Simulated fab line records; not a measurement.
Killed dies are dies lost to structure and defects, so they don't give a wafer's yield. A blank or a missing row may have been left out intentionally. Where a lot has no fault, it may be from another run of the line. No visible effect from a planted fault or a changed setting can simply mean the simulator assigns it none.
fab line records | flow rit-cmos
record: lots: 10 | wafers: 30 | last-day: 5
route steps=202 shown GATE@92 NLDD@113 PLDD@122
lots that met no fault: taken from a fault-free run of the same line
start-h: hours from the record's first day to the start of the lot's first wafer shown | wait-h: hours since the lot's step before | " repeats the value in the row above | L1.1+2: one row covering several wafers at once | - no value, or no start was given | * or withheld: withheld | < > ~ a bound
route shown NAME@n: a module of which the file shows steps, and the number in the route of the first | usual: mean/standard deviation taken from wafers without a fault | same: alike in all rows | chamber/n: place in a boat | sites: per-site readings | _std_site: their standard deviation | _edge_site: the outer-site mean with the inner-site mean subtracted | radius-mm: how far each site lies from the wafer's centre | mask NAME#n: copy n | behind: the tool/chamber that last shaped the wafer | hold: why the lot was held/for how many hours/how that ended | device: whichever transistor did not switch (one of n, p or np) | end of line: the same wafers' tests at the end of the route | a step without rows: its recipe alone | killed: dies lost to structure and defects at the first sort, not the wafer's yield | map: per-die view of a wafer (x killed, . not killed, _ where there is no die)
set.NAME: the run value of the setting; set.NAME@STEP: its run value at that earlier step | model.NAME: the simulator's own value behind a step, which no gauge read
one table for each step of the route and one row for each wafer, over a sample of lots
services: from which hour (start-h, from the record's first day; less than 0 if before it) a tool's chamber was out of use, for how many hours, and why
== steps ==
step: RIT_GATE_CD_MEAS_16
recipe: target-cd-nm: 150
usual: cd-nm: 149.9/2.5
lot.wafer | tool      | chamber | start-h | wait-h | cd-nm
L512.4    | cd-sem-02 | -       | 38.72   | -      | 147.1
L512.5    | "         | -       | "       | "      | 149.2
L512.6    | "         | -       | "       | "      | 146.8
L513.2    | cd-sem-01 | -       | 40.91   | -      | 150.6
L513.3    | "         | -       | "       | "      | 151.3
L513.4    | "         | -       | "       | "      | 147.2
L514.2    | cd-sem-02 | -       | 46.81   | -      | 151.0
L514.3    | "         | -       | "       | "      | 148.6
L514.4    | "         | -       | "       | "      | 150.2
L515.4    | cd-sem-01 | -       | 53.48   | -      | 146.0
L515.5    | "         | -       | "       | "      | 149.7
L515.6    | "         | -       | "       | "      | 148.7
L516.4    | cd-sem-02 | -       | 56.92   | -      | 149.0
L516.5    | "         | -       | "       | "      | 146.2
L516.6    | "         | -       | "       | "      | 148.8
L517.2    | cd-sem-01 | -       | 63.51   | -      | 148.1
L517.4    | "         | -       | "       | "      | 151.0
L517.5    | "         | -       | "       | "      | 149.7
L521.2    | cd-sem-02 | -       | 81.89   | -      | 153.5
L521.5    | "         | -       | "       | "      | 151.1
L521.6    | "         | -       | "       | "      | 153.2
L522.1    | cd-sem-01 | -       | 88.97   | -      | 148.5
L522.2    | "         | -       | "       | "      | 145.9
L522.4    | "         | -       | "       | "      | 147.4
L523.1    | cd-sem-01 | -       | 91.70   | -      | 151.2
L523.5    | "         | -       | "       | "      | 150.2
L523.6    | "         | -       | "       | "      | 151.9
L524.2    | cd-sem-02 | -       | 97.13   | -      | 149.0
L524.3    | "         | -       | "       | "      | 150.0
L524.6    | "         | -       | "       | "      | 147.5
step: RIT_GATE_CD_MEAS_90
recipe: target-cd-nm: 150
usual: cd-nm: 149.9/2.5
lot.wafer | tool      | chamber | start-h | wait-h | cd-nm
L512.4    | cd-sem-02 | -       | 39.44   | 0.1    | 147.2
L512.5    | "         | -       | "       | "      | 148.8
L512.6    | "         | -       | "       | "      | 146.8
L513.2    | cd-sem-01 | -       | 41.50   | 0.1    | 151.3
L513.3    | "         | -       | "       | "      | 151.0
L513.4    | "         | -       | "       | "      | 147.6
L514.2    | cd-sem-02 | -       | 47.40   | 0.1    | 151.0
L514.3    | "         | -       | "       | "      | 148.8
L514.4    | "         | -       | "       | "      | 149.5
L515.4    | cd-sem-02 | -       | 54.07   | 0.1    | 146.0
L515.5    | "         | -       | "       | "      | 149.9
L515.6    | "         | -       | "       | "      | 149.1
L516.4    | cd-sem-02 | -       | 57.55   | 0.1    | 148.7
L516.5    | "         | -       | "       | "      | 145.9
L516.6    | "         | -       | "       | "      | 148.9
L517.2    | cd-sem-02 | -       | 64.09   | 0.1    | 148.0
L517.4    | "         | -       | "       | "      | 150.6
L517.5    | "         | -       | "       | "      | 150.2
L521.2    | cd-sem-01 | -       | 82.48   | 0.1    | 153.5
L521.5    | "         | -       | "       | "      | 151.0
L521.6    | "         | -       | "       | "      | 153.7
L522.1    | cd-sem-01 | -       | 89.56   | 0.1    | 148.3
L522.2    | "         | -       | "       | "      | 145.8
L522.4    | "         | -       | "       | "      | 147.5
L523.1    | cd-sem-02 | -       | 92.29   | 0.1    | 150.5
L523.5    | "         | -       | "       | "      | 150.3
L523.6    | "         | -       | "       | "      | 151.6
L524.2    | cd-sem-02 | -       | 97.72   | 0.1    | 149.0
L524.3    | "         | -       | "       | "      | 149.6
L524.6    | "         | -       | "       | "      | 147.5
step: RIT_NLDD_TW_MEAS_10
usual: NLDD_TW: 2493/16
lot.wafer | tool          | chamber | start-h | wait-h | NLDD_TW
L512.4    | film-metro-02 | -       | 43.86   | 0.1    | 2492
L512.5    | "             | -       | "       | "      | 2490
L512.6    | "             | -       | "       | "      | 2503
L513.2    | film-metro-03 | -       | 47.18   | 0.1    | 2495
L513.3    | "             | -       | "       | "      | 2516
L513.4    | "             | -       | "       | "      | 2495
L514.2    | film-metro-02 | -       | 51.93   | 0.1    | 2500
L514.3    | "             | -       | "       | "      | 2508
L514.4    | "             | -       | "       | "      | 2505
L515.4    | film-metro-02 | -       | 58.66   | 0.1    | 2515
L515.5    | "             | -       | "       | "      | 2504
L515.6    | "             | -       | "       | "      | 2523
L516.4    | film-metro-02 | -       | 61.98   | 0.1    | 2496
L516.5    | "             | -       | "       | "      | 2502
L516.6    | "             | -       | "       | "      | 2507
L517.2    | film-metro-02 | -       | 68.67   | 0.1    | 2509
L517.4    | "             | -       | "       | "      | 2495
L517.5    | "             | -       | "       | "      | 2499
L521.2    | film-metro-01 | -       | 86.92   | 0.1    | 2467
L521.5    | "             | -       | "       | "      | 2474
L521.6    | "             | -       | "       | "      | 2467
L522.1    | film-metro-02 | -       | 94.32   | 0.1    | 2507
L522.2    | "             | -       | "       | "      | 2509
L522.4    | "             | -       | "       | "      | 2506
L523.1    | film-metro-03 | -       | 96.75   | 0.1    | 2489
L523.5    | "             | -       | "       | "      | 2488
L523.6    | "             | -       | "       | "      | 2490
L524.2    | film-metro-03 | -       | 102.59  | 0.1    | 2480
L524.3    | "             | -       | "       | "      | 2486
L524.6    | "             | -       | "       | "      | 2488
step: RIT_PLDD_IMPLANT_08
recipe: species: BF2 | energy-kev: 20 | dose-cm2: 9e+14 | tilt-deg: 7
usual: implant-ion-amu: 49/0
lot.wafer | tool         | chamber | start-h | wait-h | implant-ion-amu
L512.4    | implanter-04 | 0       | 45.13   | 0.1    | 49
L512.5    | "            | 0       | "       | "      | 49
L512.6    | "            | 0       | "       | "      | 49
L513.2    | implanter-01 | 0       | 48.41   | 0.1    | 49
L513.3    | "            | 0       | "       | "      | 49
L513.4    | "            | 0       | "       | "      | 49
L514.2    | implanter-02 | 0       | 53.17   | 0.1    | 49
L514.3    | "            | 0       | "       | "      | 49
L514.4    | "            | 0       | "       | "      | 49
L515.4    | implanter-04 | 0       | 60.12   | 0.1    | 49
L515.5    | "            | 0       | "       | "      | 49
L515.6    | "            | 0       | "       | "      | 49
L516.4    | implanter-04 | 0       | 63.25   | 0.1    | 49
L516.5    | "            | 0       | "       | "      | 49
L516.6    | "            | 0       | "       | "      | 49
L517.2    | implanter-02 | 0       | 69.78   | 0.1    | 49
L517.4    | "            | 0       | "       | "      | 49
L517.5    | "            | 0       | "       | "      | 49
L521.2    | implanter-04 | 0       | 88.16   | 0.1    | 75
L521.5    | "            | 0       | "       | "      | 75
L521.6    | "            | 0       | "       | "      | 75
L522.1    | implanter-04 | 0       | 95.79   | 0.1    | 75
L522.2    | "            | 0       | "       | "      | 75
L522.4    | "            | 0       | "       | "      | 75
L523.1    | implanter-04 | 0       | 97.97   | 0.1    | 75
L523.5    | "            | 0       | "       | "      | 75
L523.6    | "            | 0       | "       | "      | 75
L524.2    | implanter-02 | 0       | 103.70  | 0.1    | 75
L524.3    | "            | 0       | "       | "      | 75
L524.6    | "            | 0       | "       | "      | 75
step: RIT_PLDD_TW_MEAS_10
usual: PLDD_TW: 2350/16
lot.wafer | tool          | chamber | start-h | wait-h | PLDD_TW
L512.4    | film-metro-01 | -       | 45.41   | 0.1    | 2329
L512.5    | "             | -       | "       | "      | 2333
L512.6    | "             | -       | "       | "      | 2329
L513.2    | film-metro-03 | -       | 48.72   | 0.1    | 2373
L513.3    | "             | -       | "       | "      | 2365
L513.4    | "             | -       | "       | "      | 2364
L514.2    | film-metro-01 | -       | 53.48   | 0.1    | 2343
L514.3    | "             | -       | "       | "      | 2343
L514.4    | "             | -       | "       | "      | 2347
L515.4    | film-metro-01 | -       | 60.40   | 0.1    | 2346
L515.5    | "             | -       | "       | "      | 2350
L515.6    | "             | -       | "       | "      | 2338
L516.4    | film-metro-01 | -       | 63.53   | 0.1    | 2350
L516.5    | "             | -       | "       | "      | 2331
L516.6    | "             | -       | "       | "      | 2353
L517.2    | film-metro-03 | -       | 70.09   | 0.1    | 2367
L517.4    | "             | -       | "       | "      | 2352
L517.5    | "             | -       | "       | "      | 2358
L521.2    | film-metro-03 | -       | 88.47   | 0.1    | 2990
L521.5    | "             | -       | "       | "      | 2997
L521.6    | "             | -       | "       | "      | 2993
L522.1    | film-metro-02 | -       | 96.11   | 0.1    | 3003
L522.2    | "             | -       | "       | "      | 3009
L522.4    | "             | -       | "       | "      | 3021
L523.1    | film-metro-01 | -       | 98.29   | 0.1    | 2928
L523.5    | "             | -       | "       | "      | 2940
L523.6    | "             | -       | "       | "      | 2929
L524.2    | film-metro-02 | -       | 104.01  | 0.1    | 2999
L524.3    | "             | -       | "       | "      | 3013
L524.6    | "             | -       | "       | "      | 3011
step: RIT_SDANNEAL_RS_MEAS_06
recipe: thk-meas-gauge: four-point-probe
usual: PLDD_RS: 178.7/0.43
lot.wafer | tool          | chamber | start-h | wait-h | PLDD_RS[ohm/sq]
L512.4    | film-metro-01 | -       | 52.14   | 0.1    | 177.9
L512.5    | "             | -       | "       | "      | 178.5
L512.6    | "             | -       | "       | "      | 178.4
L513.2    | film-metro-01 | -       | 54.95   | 0.1    | 178.7
L513.3    | "             | -       | "       | "      | 178.8
L513.4    | "             | -       | "       | "      | 178.8
L514.2    | film-metro-02 | -       | 60.58   | 0.1    | 178.9
L514.3    | "             | -       | "       | "      | 178.4
L514.4    | "             | -       | "       | "      | 178.9
L515.4    | film-metro-03 | -       | 66.64   | 0.1    | 178.8
L515.5    | "             | -       | "       | "      | 178.8
L515.6    | "             | -       | "       | "      | 179.0
L516.4    | film-metro-02 | -       | 69.91   | 0.1    | 179.2
L516.5    | "             | -       | "       | "      | 178.9
L516.6    | "             | -       | "       | "      | 179.1
L517.2    | film-metro-02 | -       | 77.15   | 0.1    | 178.7
L517.4    | "             | -       | "       | "      | 179.1
L517.5    | "             | -       | "       | "      | 178.9
L521.2    | film-metro-01 | -       | 94.75   | 0.1    | 68.6
L521.5    | "             | -       | "       | "      | 68.7
L521.6    | "             | -       | "       | "      | 68.6
L522.1    | film-metro-03 | -       | 103.45  | 0.1    | 68.7
L522.2    | "             | -       | "       | "      | 68.7
L522.4    | "             | -       | "       | "      | 68.6
L523.1    | film-metro-02 | -       | 105.97  | 0.1    | 69.1
L523.5    | "             | -       | "       | "      | 68.8
L523.6    | "             | -       | "       | "      | 68.8
L524.2    | film-metro-01 | -       | 111.10  | 0.1    | 68.7
L524.3    | "             | -       | "       | "      | 68.7
L524.6    | "             | -       | "       | "      | 68.8
== services ==
tool         | chamber | start-h | hours | kind
implanter-01 | -       | 27.57   | 4.9   | pm
implanter-02 | -       | 60.80   | 3.9   | pm
implanter-01 | -       | 77.97   | 2.8   | repair
== key ==
first-sign: step: RIT_PLDD_IMPLANT_08 | reading: implant-ion-amu | direction: up | sigmas: 99+ | usual: 49 | struck: 75
effect: step: RIT_PLDD_TW_MEAS_10 | reading: PLDD_TW | direction: up | sigmas: 40 | usual: 2350 | struck: 2986
effect: step: RIT_SDANNEAL_RS_MEAS_06 | reading: PLDD_RS | direction: down | sigmas: 99+ | usual: 178.7 | struck: 68.7
met-at RIT_PLDD_IMPLANT_08
struck-lots L521,L522,L523,L524
sort-left-out L521.2,L521.5,L521.6,L522.1,L522.2,L522.4,L523.1,L523.5,L523.6,L524.2,L524.3,L524.6
tester-left-out L521,L522,L523,L524
not-acting-at RIT_GATE_CD_MEAS_16,RIT_GATE_CD_MEAS_90,RIT_NLDD_TW_MEAS_10
onset-between 69.78 88.16
fault: kind: wrong-recipe-download | tool: implanter-01,implanter-02,implanter-04 | chamber: - | onset-h: 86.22 | steps: RIT_PLDD_IMPLANT_08 | wrong-recipe.not-listed: 1
tester-left-out: of these lots the tester's yield and bins aren't shown, on N5 and GAA mostly nor the transistor test; their killed dies are dies lost to structure and defects alone, not to doping, threshold or leakage, so they don't give the yield
sort-left-out: the simulated sort isn't trusted on such a fault, so these wafers' sort isn't shown, and their yield isn't known
